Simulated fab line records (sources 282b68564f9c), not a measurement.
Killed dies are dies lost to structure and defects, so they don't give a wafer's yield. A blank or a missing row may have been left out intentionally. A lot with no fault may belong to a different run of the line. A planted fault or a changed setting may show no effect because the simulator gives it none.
fab line records ; flow ritCmos
[record] lots = 13; wafers = 39; lastDay = 7
route steps=202 shown GATE@89 M1@202
lots with no fault: from the same line, run without faults
startH: hours from the record's first day to the start of the lot's first wafer shown ; waitH: hours elapsed since this lot's preceding step ; " repeats the value in the row above ; L1.1+2: one row covering several wafers at once ; - either no value or no given start ; * or withheld: withheld ; < > ~ a bound
route shown NAME@n: a module of which the file shows steps, and the number in the route of the first ; usual: average and standard deviation across the fault-free wafers ; same: alike in all rows ; chamber/n: place in a boat ; sites: each site's reading ; _std_site: standard deviation across them ; _edge_site: outer sites' mean less inner sites' ; radiusMm: how far each site lies from the wafer's centre ; mask NAME#n: copy n ; behind: the last tool/chamber to shape the wafer ; hold: what put the lot on hold/how long, in hours/how the hold closed ; device: transistor that didn't switch, given as n, p or np ; end of line: the same wafers' tests at the end of the route ; step lacking rows: just its recipe ; killed: dies lost to structure and defects at the first sort, not the wafer's yield ; map: a wafer's dies, marking killed ones x, the rest . and places with no die _
set.NAME: the setting as run; set.NAME@STEP: as run at that earlier step ; model.NAME: the simulator's own value behind a step, which no gauge read
steps of the route over a sample of lots; a table a step, a row a wafer
services: the hour from which a tool's chamber was out of use, counted from the record's first day as startH (under 0 if before that day), plus the number of hours and why
[[steps]]
[step RIT_GATE_EXPOSE_13]
[recipe] maskId = M6; na = 0.6; sourceShape = conventional; sigmaOuter = 0.6; targetCdNm = 150; doseMj = 380
lot.wafer;tool;chamber;startH;waitH;mask
L470.1+4+6;ilineStepper-02;0;39.90;0.1;M6#0
L473.3+4+5;ilineStepper-02;0;54.36;0.2;M6#0
L474.2+4+6;ilineStepper-02;0;57.08;0.1;M6_R1#0
L477.3+4+6;ilineStepper-01;0;72.58;0.1;M6#0
L482.1+2+4;ilineStepper-01;0;99.75;0.1;M6#0
L483.3+4+5;ilineStepper-02;0;104.94;0.2;M6#0
L484.3+5+6;ilineStepper-01;0;108.99;0.2;M6#0
L485.1+5+6;ilineStepper-01;0;111.88;0.1;M6#0
L486.3+4+5;ilineStepper-02;0;116.66;0.2;M6#0
L488.2+4+6;ilineStepper-01;0;127.64;0.1;M6#0
L489.1+4+6;ilineStepper-02;0;136.20;0.2;M6#0
L490.1+5+6;ilineStepper-01;0;140.68;0.3;M6#0
L492.2+4+5;ilineStepper-02;0;148.29;0.1;M6#0
[step RIT_GATE_CD_MEAS_16]
[recipe] targetCdNm = 150
[usual] cdNm = 149.6/2.7
lot.wafer;tool;chamber;startH;waitH;cdNm
L470.1;cdSem-01;-;40.30;-;146.2
L470.4;cdSem-01;-;40.30;-;149.5
L470.6;cdSem-01;-;40.30;-;147.1
L473.3;cdSem-02;-;54.81;-;153.4
L473.4;cdSem-02;-;54.81;-;152.9
L473.5;cdSem-02;-;54.81;-;152.9
L474.2;cdSem-01;-;57.48;-;139.7
L474.4;cdSem-01;-;57.48;-;136.0
L474.6;cdSem-01;-;57.48;-;139.6
L477.3;cdSem-02;-;73.05;-;150.0
L477.4;cdSem-02;-;73.05;-;149.5
L477.6;cdSem-02;-;73.05;-;147.4
L482.1;cdSem-01;-;100.15;-;145.9
L482.2;cdSem-01;-;100.15;-;145.0
L482.4;cdSem-01;-;100.15;-;146.2
L483.3;cdSem-01;-;105.34;-;149.6
L483.4;cdSem-01;-;105.34;-;148.9
L483.5;cdSem-01;-;105.34;-;147.3
L484.3;cdSem-01;-;109.39;-;146.5
L484.5;cdSem-01;-;109.39;-;149.2
L484.6;cdSem-01;-;109.39;-;148.1
L485.1;cdSem-02;-;112.28;-;145.0
L485.5;cdSem-02;-;112.28;-;144.7
L485.6;cdSem-02;-;112.28;-;145.3
L486.3;cdSem-01;-;117.06;-;152.4
L486.4;cdSem-01;-;117.06;-;150.8
L486.5;cdSem-01;-;117.06;-;150.7
L488.2;cdSem-02;-;128.13;-;147.6
L488.4;cdSem-02;-;128.13;-;148.7
L488.6;cdSem-02;-;128.13;-;148.6
L489.1;cdSem-02;-;136.60;-;149.9
L489.4;cdSem-02;-;136.60;-;147.9
L489.6;cdSem-02;-;136.60;-;149.3
L490.1;cdSem-01;-;141.08;-;147.9
L490.5;cdSem-01;-;141.08;-;146.1
L490.6;cdSem-01;-;141.08;-;147.9
L492.2;cdSem-02;-;148.69;-;152.1
L492.4;cdSem-02;-;148.69;-;153.1
L492.5;cdSem-02;-;148.69;-;153.8
[step RIT_M1_PROBE_99]
[usual] killedAtContacts = 0.0/0.2; killedAtFrontEnd = 6.6/2.9; killedDies = 6.6/3; killedOpen = 3.4/2; killedShort = 3.2/2
[same] grossDies = 264; killed_at_M0_to_M3 = 0; killed_at_M4_up = 0; killedAtBackSide = 0; killedAtOther = 0
lot.wafer;tool;chamber;startH;waitH;killedAtContacts;killedAtFrontEnd;killedDies;killedOpen;killedShort
L474.4;prober-02;-;78.92;0.2;0;11;11;5;5
L474.6;prober-02;-;79.02;0.2;0;5;5;2;3
// killed by level:class
L474.4 FOX1:geometricParticle:open=3 GATE:geometricParticle:short=3 FOX1:geometricParticle:short=1 GATE:geometricParticle:open=1 SILICIDE:geometricParticle:short=1 SILICIDE:geometricParticle:open=1 GATE:areaExpose=1
L474.6 FOX1:geometricParticle:short=2 FOX1:geometricParticle:open=1 FOX2:geometricParticle:open=1 GATE:geometricParticle:short=1
[[services]]
tool;chamber;startH;hours;kind
ilineStepper-01;-;75.87;4.3;pm
ilineStepper-02;-;139.38;1.7;pm
ilineStepper-01;-;144.70;1.7;pm
[[key]]
[firstSign] step = RIT_GATE_EXPOSE_13; reading = mask; direction = changed
[effect] step = RIT_GATE_CD_MEAS_16; reading = cdNm; direction = down; sigmas = 4.2; usual = 149.6; struck = 138.4
metAt RIT_GATE_EXPOSE_13
struckLots L474
testerLeftOut L474
onsetBetween 54.36 57.08
[fault] kind = wrongMask; tool = any; chamber = -; onsetH = 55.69; steps = RIT_GATE_EXPOSE_13; auxCopy = M6_R1#0; cdOffsetNm = -12; scope = struckLotsOnly
// testerLeftOut: of these lots the tester's yield and bins aren't shown, on N5 and GAA mostly nor the transistor test; their killed dies are dies lost to structure and defects alone, not to doping, threshold or leakage, so they don't give the yield
